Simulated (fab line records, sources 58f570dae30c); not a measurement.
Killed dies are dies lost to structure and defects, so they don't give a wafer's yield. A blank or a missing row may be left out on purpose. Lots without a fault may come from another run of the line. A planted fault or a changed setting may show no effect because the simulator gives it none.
A struck lot beside a sound one | flow berkeley_cmos170 | 15 steps out of a route of 331
Sound: wafers L656.1, L656.2, L656.3. Struck: wafers L667.2, L667.5, L667.6. The cause comes at the end.
At each step with rows: each side's tool, then ch and its chambers, then its first start. Under that, the readings that differ: sound wafers | struck wafers | difference of the means | sigmas: that difference in standard deviations of wafers without a fault.
alike: readings whose means differ by less than 2 such deviations, and words and numbers that are the same on both sides. not compared: withheld readings, readings that some wafer has no value for, bounds like >300 that may hide the same value, and numbers for which the record gives no deviation and whose values overlap.
The two part at a step that has a row with sigmas, a row that says differs or no value, or rows on one side only. Numbers that don't overlap but have no deviation are shown without sigmas and don't part them. A reading that every wafer of one side lacks parts them only if that side has two wafers or more.

UCB170_GATE_STRIP_16: strips in O2.
  sound on plasma_asher-04 ch 0,1, day 8 10:44; struck on plasma_asher-01 ch 0,1, day 10 15:57
  alike: drypump_motor_current_A, oes_product_au
  not compared: rf_hours_counter_h
UCB170_GATE_CD_MEAS_90: target cd 350 nm.
  sound on cd_sem-01, day 8 10:50; struck on cd_sem-01, day 10 16:12
  alike: cd_nm
then, 7 steps without rows for these wafers: UCB170_GATE_CLEAN_17 (cleans in SPM, time 600 s); UCB170_PLDD_HMDS_00 (prime time 60 s); UCB170_PLDD_COAT_01 (resist thk 900 nm); UCB170_PLDD_SOFTBAKE_02 (time 60 s); UCB170_PLDD_EXPOSE_03 (exposes mask PSELECT, target cd 1200 nm); UCB170_PLDD_PEB_04; UCB170_PLDD_DEVELOP_05 (develop time 45 s).
UCB170_PLDD_CD_MEAS_06: target cd 1200 nm.
  sound on cd_sem-01, day 8 12:11; struck on cd_sem-02, day 10 17:43
  alike: cd_nm
UCB170_PLDD_OVL_MEAS_07:
  sound on overlay-02, day 8 12:18; struck on overlay-01, day 10 17:50
  alike: PLDD_OVL
then, 1 step without rows for these wafers: UCB170_PLDD_IMPLANT_08.
UCB170_PLDD_IMPLANT_09:
  sound on implanter-02 ch 0, day 8 12:29; struck on implanter-02 ch 0, day 10 18:02
  reading                   | sound                | struck            | difference | sigmas
  beam_energy_keV           | 10.002 10.000 10.003 | 9.756 9.757 9.757 | -0.245     | -77
  model.implant.drp_nm (nm) | 6.005 6.005 6.005    | 5.904 5.904 5.904 | -0.101     |
UCB170_PLDD_STRIP_10: strips in O2.
  sound on plasma_asher-03 ch 0,1, day 8 12:38; struck on plasma_asher-03 ch 0,1, day 10 18:10
  alike: drypump_motor_current_A, oes_product_au, strip_time_to_endpoint_s
  not compared: rf_hours_counter_h
UCB170_M3_PROBE_99:
  the record has rows for the sound wafers here (prober-01, day 10 01:19) and none for the struck ones

WHERE THEY PART
First at UCB170_PLDD_IMPLANT_09; last, within this record, at UCB170_M3_PROBE_99.

WHY: what the simulator had put in
Process parameter drift: implanter-02, from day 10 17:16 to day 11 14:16, at UCB170_PLDD_IMPLANT_09. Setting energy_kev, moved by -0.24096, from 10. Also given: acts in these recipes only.
